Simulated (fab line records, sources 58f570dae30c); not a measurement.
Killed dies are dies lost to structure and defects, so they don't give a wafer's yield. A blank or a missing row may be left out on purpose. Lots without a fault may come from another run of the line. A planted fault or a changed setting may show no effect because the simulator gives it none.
Chamber matching | flow berkeley_cmos170 | UCB170_NVT_CLEAN_10 on wet_bench-03: 3 sister chambers
The step cleans in SPM, time 600 s. 6 wafers are shown with their chamber, then 9 later ones without.

WAFERS WITH THEIR CHAMBER
wafer  | chamber | bath_guard_temp_C (C) | bath_heat_duty_pct (%)
L175.4 | 2       | 119.6                 | 11.1
L175.6 | 2       | 120.0                 | 12.7
L177.5 | 0       | 121.0                 | 14.7
L177.6 | 0       | 121.0                 | 13.4
L183.3 | 3       | 119.7                 | 12.5
L183.5 | 3       | 119.8                 | 12.6

WAFERS WITHOUT THEIR CHAMBER
wafer  | bath_guard_temp_C (C) | bath_heat_duty_pct (%)
L184.1 | 121.2                 | 13.9
L184.4 | 120.8                 | 15.3
L184.6 | 120.9                 | 14.3
L185.1 | 120.9                 | 13.9
L185.2 | 121.1                 | 13.8
L185.6 | 120.9                 | 14.6
L186.1 | 119.8                 | 12.1
L186.3 | 120.1                 | 12.2
L186.6 | 120.0                 | 12.1

WHICH CHAMBER EACH WENT THROUGH
wafer  | from the rows above     | in truth
L184.1 | 0                       | 0
L184.4 | 0                       | 0
L184.6 | 0                       | 0
L185.1 | 0                       | 0
L185.2 | 0                       | 0
L185.6 | 0                       | 0
L186.1 | can't be placed: 2 or 3 | 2
L186.3 | can't be placed: 2 or 3 | 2
L186.6 | can't be placed: 2 or 3 | 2
Placed correctly: 6 of 9. Can't be placed from these rows: 3 (the true chamber is among the candidates in 3). Placed wrongly: 0.
How it was worked out, from the rows above alone: a wafer's distance from a chamber is the root of the sum, over the readings, of the square of ((its reading less the chamber's mean) divided by the reading's scatter). The wafer belongs to the nearest chamber; if the next one is less than 2 further off, it can't be placed. A chamber's mean is the mean of its shown wafers. The scatter: the root of (the sum of the squares of (reading less its chamber's mean) over the shown wafers, divided by (wafers less chambers)).
